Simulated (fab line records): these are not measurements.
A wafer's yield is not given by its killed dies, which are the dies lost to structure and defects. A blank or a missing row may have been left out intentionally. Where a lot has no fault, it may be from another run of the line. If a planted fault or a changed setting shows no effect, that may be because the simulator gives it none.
The same fault as seen by 2 desks :: flow berkeley cmos170 :: only its own numbers are on each desk; what lay behind them is given at the end

## THE METROLOGY DESK
Means of the sampled wafers that have a number, per lot and without regard to the tool the lot ran on: this is what the gauges read. If a lot's mean is further than 4 standard deviations from the usual mean, the lot is out of limits and carries the mark OUT (the distance appears in the brackets).
Columns: A = V1_BOW at UCB170_V1_BOW_MEAS_03, usual 19 um; B = V1_POLISHED_THK at UCB170_V1_THK_MEAS_04, usual 999.9 nm; C = cd nm at UCB170_V1_CD_MEAS_12, usual 700.2 nm; D = cd nm at UCB170_V1_CD_MEAS_90, usual 700.1 nm
lot: L760
first seen here: day 8 06:58
A: 20
B: 1000.1
C: 698.9
D: 699.1

lot: L761
first seen here: day 8 17:23
A: 24
B: 1000.6
C: 699.9
D: 699.7

lot: L763
first seen here: day 8 18:42
A: 13
B: 1001.0
C: 701.4
D: 701.5

lot: L762
first seen here: day 8 20:01
A: 19
B: 1000.3
C: 700.3
D: 699.3

lot: L765
first seen here: day 9 04:01
A: 20
B: 999.3
C: 699.1
D: 698.6

lot: L764
first seen here: day 9 05:23
A: 15
B: 999.8
C: 701.4
D: 701.1

lot: L766
first seen here: day 9 12:45
A: 19
B: 1000.9
C: 699.3
D: 699.4

lot: L768
first seen here: day 9 14:26
A: 28
B: 1000.2
C: 701.0
D: 700.7

lot: L770
first seen here: day 10 04:24
A: 15
B: 1000.4
C: 699.0
D: 698.5

lot: L771
first seen here: day 10 05:46
A: 23
B: 999.0
C: 700.9
D: 700.7

lot: L769
first seen here: day 10 07:09
A: 19
B: 998.9
C: 698.9
D: 699.2

lot: L776
first seen here: day 11 16:52
A: 24
B: 916.5 (-84) OUT
C: 700.2
D: 700.0

lot: L781
first seen here: day 13 05:52
A: 22
B: 999.4
C: 699.3
D: 699.0
This desk's finding: out of limits on L776; first on L776, day 11 16:59 (V1_POLISHED_THK at UCB170_V1_THK_MEAS_04). In limits: L760, L761, L763, L762, L765, L764, L766, L768, L770, L771, L769, L781.

## DESK OF THE TOOL OWNER: cmp-01
The tool's own readings at UCB170_V1_CMP_02 (polishes SiO2): means of the sampled wafers that have a number, for each lot that ran on this tool. If a lot's mean is further than 4 standard deviations from the usual mean, the lot is out of limits and carries the mark OUT (the distance appears in the brackets).
Columns: A = head pressure psi at UCB170_V1_CMP_02, usual 6.004 psi; B = motor current A at UCB170_V1_CMP_02, usual 15.3 A
lot: L760
first seen here: day 8 06:40
A: 6.000
B: 15.4

lot: L763
first seen here: day 8 18:26
A: 6.005
B: 14.8

lot: L765
first seen here: day 9 03:46
A: 6.005
B: 15.6

lot: L764
first seen here: day 9 05:06
A: 6.003
B: 14.8

lot: L770
first seen here: day 10 04:06
A: 6.003
B: 15.1

lot: L771
first seen here: day 10 05:26
A: 6.015
B: 16.1

lot: L769
first seen here: day 10 06:54
A: 6.001
B: 15.4

lot: L776
first seen here: day 11 16:34
A: 5.994
B: 14.8
This desk's finding: nothing out of limits on any of the 8 lots.

## TAKEN TOGETHER
Metrology desk: alarm possible at day 11 16:59 on L776.
The tool owner's desk saw nothing out of limits.
Tool owner's desk: L776 on record, inside its limits.
UCB170_V1_CMP_02 was run on cmp-01 by each of the lots named.

## WHAT HAD BEEN PUT IN BY THE SIMULATOR
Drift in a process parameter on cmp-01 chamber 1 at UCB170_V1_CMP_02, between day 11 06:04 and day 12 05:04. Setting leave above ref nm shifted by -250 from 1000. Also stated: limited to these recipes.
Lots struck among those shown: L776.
Time in hours between the start of the fault and the first out-of-limits reading at each desk: metrology desk, 11.
